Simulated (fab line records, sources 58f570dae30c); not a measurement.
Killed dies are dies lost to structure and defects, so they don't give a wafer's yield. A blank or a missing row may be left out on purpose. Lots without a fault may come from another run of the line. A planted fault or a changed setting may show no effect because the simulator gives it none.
fab line records | flow berkeley_cmos170
record lots=14 wafers=42 last_day=13
route steps=331 shown NWELL@16 PSD@178 M3@316
lots that met no fault: from a run of the same line without faults
start_h: hours from the record's first day to the start of the lot's first wafer shown | wait_h: hours since the lot's step before | " the same as in the row above | L1.1+2: a row that stands for several wafers | - no value, or no start given | * or withheld: withheld | < > ~ a bound
route shown NAME@n: a module of which the file shows steps, and the number in the route of the first | usual: mean/standard deviation of fault-free wafers | same: alike in all rows | chamber/n: place in a boat | sites: the reading at each site | _std_site: their standard deviation | _edge_site: outer sites' mean less inner sites' | radius_mm: how far each site lies from the wafer's centre | mask NAME#n: copy n | behind: the tool/chamber that last shaped the wafer | hold: why the lot was held/for how many hours/how that ended | device: the transistor (n, p or np) that didn't switch | end of line: the same wafers' tests at the end of the route | a step without rows: its recipe alone | killed: dies lost to structure and defects at the first sort, not the wafer's yield | map: a wafer's dies, x killed, . not, _ none there
set.NAME: the setting as run; set.NAME@STEP: as run at that earlier step | model.NAME: the simulator's own value behind a step, which no gauge read
steps of the route over a sample of lots; a table a step, a row a wafer
services: from which hour (start_h, from the record's first day; less than 0 if before it) a tool's chamber was out of use, for how many hours, and why
## steps
# step UCB170_NWELL_THK_MEAS_02
# recipe reads=SiO2_of_NWELL_OXIDATION_01
# usual NWELL_OXIDE_THK=26.2/0.65
# columns lot.wafer tool chamber start_h wait_h NWELL_OXIDE_THK[nm]
L596.2 film_metro-01 - 29.24 0.0 25.8
L596.3 " - " " 25.4
L596.4 " - " " 25.7
L597.3 film_metro-03 - 29.28 0.0 26.0
L597.5 " - " " 25.6
L597.6 " - " " 25.6
L598.1 film_metro-04 - 38.93 0.0 26.1
L598.2 " - " " 26.3
L598.5 " - " " 25.9
L599.1 film_metro-03 - 38.93 0.0 26.1
L599.4 " - " " 26.2
L599.6 " - " " 26.2
L600.1 film_metro-04 - 49.63 0.0 26.1
L600.2 " - " " 26.1
L600.5 " - " " 26.4
L601.2 film_metro-03 - 49.64 0.0 25.8
L601.3 " - " " 26.0
L601.4 " - " " 25.9
L602.4 film_metro-03 - 58.23 0.0 25.4
L602.5 " - " " 25.9
L602.6 " - " " 26.0
L604.1 film_metro-04 - 71.48 0.0 27.2
L604.2 " - " " 27.4
L604.6 " - " " 27.0
L605.1 film_metro-01 - 71.48 0.0 27.0
L605.2 " - " " 26.7
L605.6 " - " " 27.6
L606.1 film_metro-01 - 80.41 0.0 26.7
L606.5 " - " " 26.9
L606.6 " - " " 26.4
L607.1 film_metro-03 - 80.41 0.0 26.5
L607.5 " - " " 26.1
L607.6 " - " " 26.5
L610.2 film_metro-03 - 92.58 0.1 25.7
L610.3 " - " " 26.2
L610.4 " - " " 26.1
L613.2 film_metro-01 - 111.54 0.0 26.3
L613.4 " - " " 26.0
L613.6 " - " " 26.0
L618.1 film_metro-01 - 138.35 0.0 25.7
L618.2 " - " " 25.7
L618.3 " - " " 25.9
# step UCB170_PSD_EXPOSE_03
# recipe mask_id=PSELECT_MOD na=0.5 sigma_outer=0.6 source_shape=conventional target_cd_nm=1200 dose_mj=30
# usual focus_offset_nm=0.0/0.5
# columns lot.wafer tool chamber start_h wait_h mask focus_offset_nm
L596.2 krf_scanner-02 0 166.02 0.1 PSELECT_MOD#0 0.7
L596.3 " 0 " " PSELECT_MOD#0 -0.1
L596.4 " 0 " " PSELECT_MOD#0 0.6
L597.3 krf_scanner-01 0 166.28 0.3 PSELECT_MOD#0 0.4
L597.5 " 0 " " PSELECT_MOD#0 -0.7
L597.6 " 0 " " PSELECT_MOD#0 0.2
L599.1 krf_scanner-01 0 175.83 0.1 PSELECT_MOD#0 -0.4
L599.4 " 0 " " PSELECT_MOD#0 -0.2
L599.6 " 0 " " PSELECT_MOD#0 -0.5
L598.1 krf_scanner-02 0 176.13 0.2 PSELECT_MOD#0 -0.7
L598.2 " 0 " " PSELECT_MOD#0 -0.8
L598.5 " 0 " " PSELECT_MOD#0 -0.7
L600.1 krf_scanner-01 0 184.30 0.2 PSELECT_MOD#0 0.0
L600.2 " 0 " " PSELECT_MOD#0 0.5
L600.5 " 0 " " PSELECT_MOD#0 0.9
L601.2 krf_scanner-02 0 184.56 0.5 PSELECT_MOD#0 0.2
L601.3 " 0 " " PSELECT_MOD#0 0.1
L601.4 " 0 " " PSELECT_MOD#0 -0.3
L602.4 krf_scanner-01 0 209.61 0.2 PSELECT_MOD#0 -1.1
L602.5 " 0 " " PSELECT_MOD#0 -0.6
L602.6 " 0 " " PSELECT_MOD#0 -0.8
L605.1 krf_scanner-02 0 209.91 0.3 PSELECT_MOD#0 -0.4
L605.2 " 0 " " PSELECT_MOD#0 -0.5
L605.6 " 0 " " PSELECT_MOD#0 0.1
L604.1 krf_scanner-01 0 210.15 0.4 PSELECT_MOD#0 -0.7
L604.2 " 0 " " PSELECT_MOD#0 0.1
L604.6 " 0 " " PSELECT_MOD#0 -0.2
L607.1 krf_scanner-02 0 220.33 0.2 PSELECT_MOD#0 0.7
L607.5 " 0 " " PSELECT_MOD#0 -0.1
L607.6 " 0 " " PSELECT_MOD#0 -0.9
L606.1 krf_scanner-01 0 220.57 0.4 PSELECT_MOD#0 -0.7
L606.5 " 0 " " PSELECT_MOD#0 0.1
L606.6 " 0 " " PSELECT_MOD#0 0.0
L610.2 krf_scanner-01 0 237.43 0.5 PSELECT_MOD#0 0.3
L610.3 " 0 " " PSELECT_MOD#0 -0.4
L610.4 " 0 " " PSELECT_MOD#0 0.2
L613.2 krf_scanner-01 0 250.45 0.6 PSELECT_MOD#0 -0.4
L613.4 " 0 " " PSELECT_MOD#0 -0.2
L613.6 " 0 " " PSELECT_MOD#0 0.2
L618.1 krf_scanner-01 0 287.42 0.4 PSELECT_MOD#0 0.2
L618.2 " 0 " " PSELECT_MOD#0 -0.4
L618.3 " 0 " " PSELECT_MOD#0 0.1
# step UCB170_PSD_OVL_MEAS_07
# usual PSD_OVL=-3/4.7
# columns lot.wafer tool chamber start_h wait_h PSD_OVL[nm]
L596.2 overlay-02 - 166.85 0.1 2
L596.3 " - " " -3
L596.4 " - " " 4
L597.3 overlay-01 - 167.08 0.1 -7
L597.5 " - " " 4
L597.6 " - " " 0
L599.1 overlay-02 - 176.68 0.1 1
L599.4 " - " " 0
L599.6 " - " " -8
L598.1 overlay-01 - 176.75 0.1 -4
L598.2 " - " " -2
L598.5 " - " " -8
L600.1 overlay-02 - 184.81 0.1 0
L600.2 " - " " -1
L600.5 " - " " -3
L601.2 overlay-01 - 185.06 0.1 -4
L601.3 " - " " -4
L601.4 " - " " 2
L602.4 overlay-02 - 210.11 0.1 -5
L602.5 " - " " -3
L602.6 " - " " -3
L605.1 overlay-02 - 210.42 0.1 -1
L605.2 " - " " 1
L605.6 " - " " 0
L604.1 overlay-01 - 210.66 0.1 -9
L604.2 " - " " -15
L604.6 " - " " -8
L607.1 overlay-02 - 220.84 0.1 0
L607.5 " - " " -1
L607.6 " - " " -2
L606.1 overlay-02 - 221.19 0.1 -3
L606.5 " - " " 5
L606.6 " - " " 12
L610.2 overlay-02 - 238.62 0.1 -5
L610.3 " - " " -7
L610.4 " - " " -4
L613.2 overlay-01 - 251.12 0.1 247
L613.4 " - " " 255
L613.6 " - " " 252
L618.1 overlay-02 - 287.94 0.1 243
L618.2 " - " " 246
L618.3 " - " " 245
# step UCB170_M3_STRIP_07
# recipe chemistry=O2 power_w=400 pressure_mtorr=3500 platen_temp_c=withheld o2_flow_sccm=400 overash_fraction=0.5
# usual drypump_motor_current_A=5.6/0.31 oes_product_au=0.735/0.0046 strip_time_to_endpoint_s=21.97/0.054
# columns lot.wafer tool chamber start_h wait_h drypump_motor_current_A oes_product_au rf_hours_counter_h strip_time_to_endpoint_s
L596.2 plasma_asher-01 1 189.76 0.1 5.4 0.737 41 22.04
L596.3 " 1 " " 5.4 0.733 - 22.10
L596.4 " 0 " " 6.1 0.741 - 22.00
L597.3 plasma_asher-03 1 190.03 0.1 5.6 0.733 - 21.97
L597.5 " 0 " " 5.1 0.738 - 21.95
L597.6 " 1 " " 5.6 0.734 - 22.02
L598.1 plasma_asher-03 0 198.58 0.1 5.2 0.735 9 21.94
L598.2 " 1 " " 5.6 0.734 9 21.93
L598.5 " 0 " " 5.2 0.738 - 21.90
L599.1 plasma_asher-01 1 199.27 0.1 5.4 0.731 42 22.04
L599.4 " 0 " " 6.1 0.733 - 21.97
L599.6 " 1 " " 5.4 0.743 - 22.01
L601.2 plasma_asher-01 0 206.09 0.1 6.0 0.736 43 21.97
L601.3 " 1 " " 5.4 0.736 - 21.96
L601.4 " 0 " " 6.1 0.726 - 22.01
L600.1 plasma_asher-03 1 208.25 0.1 5.6 0.735 9 21.97
L600.2 " 0 " " 5.2 0.731 9 21.91
L600.5 " 0 " " 5.2 0.733 - 21.95
L602.4 plasma_asher-01 1 235.29 0.1 5.4 0.738 - 21.86
L602.5 " 0 " " 6.0 0.728 - 21.96
L602.6 " 1 " " 5.4 0.740 - 21.91
L604.1 plasma_asher-02 1 235.71 0.1 5.3 0.739 54 21.97
L604.2 " 0 " " 5.8 0.735 54 22.01
L604.6 " 1 " " 5.3 0.732 - 21.98
L605.1 plasma_asher-01 0 236.01 0.1 6.1 0.730 45 22.00
L605.2 " 1 " " 5.4 0.734 45 21.97
L605.6 " 0 " " 6.1 0.728 - 21.97
L607.1 plasma_asher-01 0 246.10 0.1 6.1 0.746 47 21.98
L607.5 " 0 " " 6.0 0.738 - 21.94
L607.6 " 1 " " 5.4 0.724 - 21.96
L606.1 plasma_asher-03 0 246.25 0.1 5.2 0.734 13 22.05
L606.5 " 0 " " 5.2 0.737 - 21.99
L606.6 " 1 " " 5.6 0.734 - 21.99
L610.2 plasma_asher-01 1 263.57 0.1 5.4 0.738 48 21.99
L610.3 " 0 " " 6.1 0.734 - 22.01
L610.4 " 1 " " 5.4 0.741 - 22.02
L613.2 plasma_asher-03 0 274.56 0.1 5.2 0.742 16 21.96
L613.4 " 0 " " 5.3 0.738 - 21.92
L613.6 " 0 " " 5.2 0.730 - 21.92
L618.1 plasma_asher-03 0 317.93 0.1 5.3 0.733 20 21.94
L618.2 " 1 " " 5.6 0.729 20 21.91
L618.3 " 0 " " 5.2 0.732 - 21.89
# step UCB170_M3_ETCH_17
# recipe chemistry=N2/H2 target_depth_a=withheld overetch_a=withheld target=BARC time_s=withheld source_w=500 bias_w=100 pressure_mtorr=30 n2_flow_sccm=100 h2_flow_sccm=200
# usual drypump_motor_current_A=5.7/0.43 n2_flow_sccm=99.9/0.32 oes_product_au=0.992/0.028 throttle_valve_pct=13.23/0.16
# columns lot.wafer tool chamber start_h wait_h drypump_motor_current_A n2_flow_sccm oes_product_au throttle_valve_pct
L596.2 rie_diel-01 1 191.16 0.0 6.0 99.7 0.980 13.17
L596.3 " 1 " " 6.0 99.9 0.967 13.15
L596.4 " 2 " " 4.9 99.7 0.995 13.04
L597.3 rie_diel-02 3 191.40 0.0 4.8 99.8 1.046 13.17
L597.5 " 1 " " 5.5 99.7 1.020 13.60
L597.6 " 2 " " 5.8 99.7 1.006 13.42
L598.1 rie_diel-02 2 199.98 0.0 5.8 99.8 0.984 13.41
L598.2 " 0 " " 5.6 99.6 1.006 13.32
L598.5 " 3 " " 4.9 100.2 1.039 13.18
L599.1 rie_diel-01 0 200.77 0.0 6.2 100.1 0.942 13.26
L599.4 " 3 " " 5.8 100.2 0.958 13.07
L599.6 " 2 " " 5.0 99.7 0.992 13.03
L601.2 rie_diel-02 0 207.57 0.0 5.6 99.6 1.027 13.32
L601.3 " 2 " " 5.8 99.8 1.015 13.40
L601.4 " 3 " " 4.9 100.0 1.045 13.21
L600.1 rie_diel-01 0 209.92 0.0 6.2 100.4 0.943 13.26
L600.2 " 2 " " 5.0 100.2 1.001 13.04
L600.5 " 1 " " 6.0 100.1 0.968 13.16
L602.4 rie_diel-01 0 239.20 0.0 6.2 99.9 0.948 13.26
L602.5 " 2 " " 4.9 99.6 0.996 13.02
L602.6 " 3 " " 5.8 100.1 0.965 13.10
L605.1 rie_diel-04 3 239.86 0.0 5.5 100.1 0.985 13.34
L605.2 " 0 " " 6.1 100.1 1.036 13.13
L605.6 " 2 " " 5.8 99.6 0.974 13.27
L604.1 rie_diel-01 1 239.92 0.0 6.0 99.8 0.982 13.15
L604.2 " 0 " " 6.2 99.8 0.945 13.26
L604.6 " 2 " " 5.0 100.3 0.997 13.02
L607.1 rie_diel-01 2 247.39 0.0 4.9 100.0 0.997 13.04
L607.5 " 2 " " 4.9 100.2 0.991 13.02
L607.6 " 3 " " 5.8 100.5 0.959 13.10
L606.1 rie_diel-04 1 247.66 0.0 5.6 99.3 0.999 13.23
L606.5 " 2 " " 5.8 100.1 0.994 13.26
L606.6 " 1 " " 5.6 99.9 0.991 13.22
L610.2 rie_diel-02 3 266.98 0.0 4.9 99.6 1.047 13.19
L610.3 " 2 " " 5.8 99.9 0.995 13.41
L610.4 " 2 " " 5.8 100.1 0.987 13.41
L613.2 rie_diel-02 1 278.32 0.0 5.5 100.3 1.029 13.62
L613.4 " 2 " " 5.8 99.8 0.993 13.39
L613.6 " 3 " " 4.9 100.1 1.047 13.20
L618.1 rie_diel-01 0 319.83 0.0 6.2 99.8 0.942 13.26
L618.2 " 2 " " 5.0 99.4 0.989 13.04
L618.3 " 3 " " 5.8 99.7 0.975 13.10
## services
# columns tool chamber start_h hours kind
plasma_asher-03 - 148.96 0.4 repair
krf_scanner-02 - 161.00 1.3 pm
rie_diel-02 - 175.94 0.7 repair
rie_diel-01 3 176.95 17.2 repair
rie_diel-04 0 179.32 10.0 repair
rie_diel-04 2 199.01 1.7 repair
rie_diel-04 2 203.03 2.4 repair
krf_scanner-01 - 204.68 0.8 pm
krf_scanner-02 - 211.01 1.0 pm
rie_diel-02 - 211.60 2.8 pm
rie_diel-04 0 214.54 6.8 repair
krf_scanner-01 0 217.69 - calibration
rie_diel-02 0 224.07 87.1 repair
krf_scanner-01 - 226.16 1.3 pm
krf_scanner-01 - 254.96 0.3 repair
rie_diel-01 - 258.58 1.2 repair
rie_diel-01 3 266.61 2.8 repair
rie_diel-04 2 274.14 1.5 repair
krf_scanner-01 - 278.14 1.0 pm
rie_diel-02 - 282.30 1.3 repair
krf_scanner-02 - 305.23 0.8 pm
rie_diel-01 - 306.59 0.4 repair
krf_scanner-01 - 306.98 4.4 pm
krf_scanner-02 - 312.14 0.2 repair
## key
first_sign step=UCB170_PSD_OVL_MEAS_07 reading=PSD_OVL direction=up sigmas=54 usual=-3 struck=248
effect none on later readings
met_at UCB170_PSD_EXPOSE_03
struck_lots L613,L618
sort_left_out L618.1,L618.2,L618.3
tester_left_out L613,L618
not_acting_at UCB170_NWELL_THK_MEAS_02,UCB170_M3_STRIP_07,UCB170_M3_ETCH_17
onset_between 237.43 250.45
also_fits time
fault kind=scanner_matching_overlay tool=krf_scanner-01 chamber=- onset_h=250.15 steps=UCB170_PSD_EXPOSE_03 offset=247.7
# tester_left_out: of these lots the tester's yield and bins aren't shown, on N5 and GAA mostly nor the transistor test; their killed dies are dies lost to structure and defects alone, not to doping, threshold or leakage, so they don't give the yield
# sort_left_out: the simulated sort isn't trusted on such a fault, so these wafers' sort isn't shown, and their yield isn't known
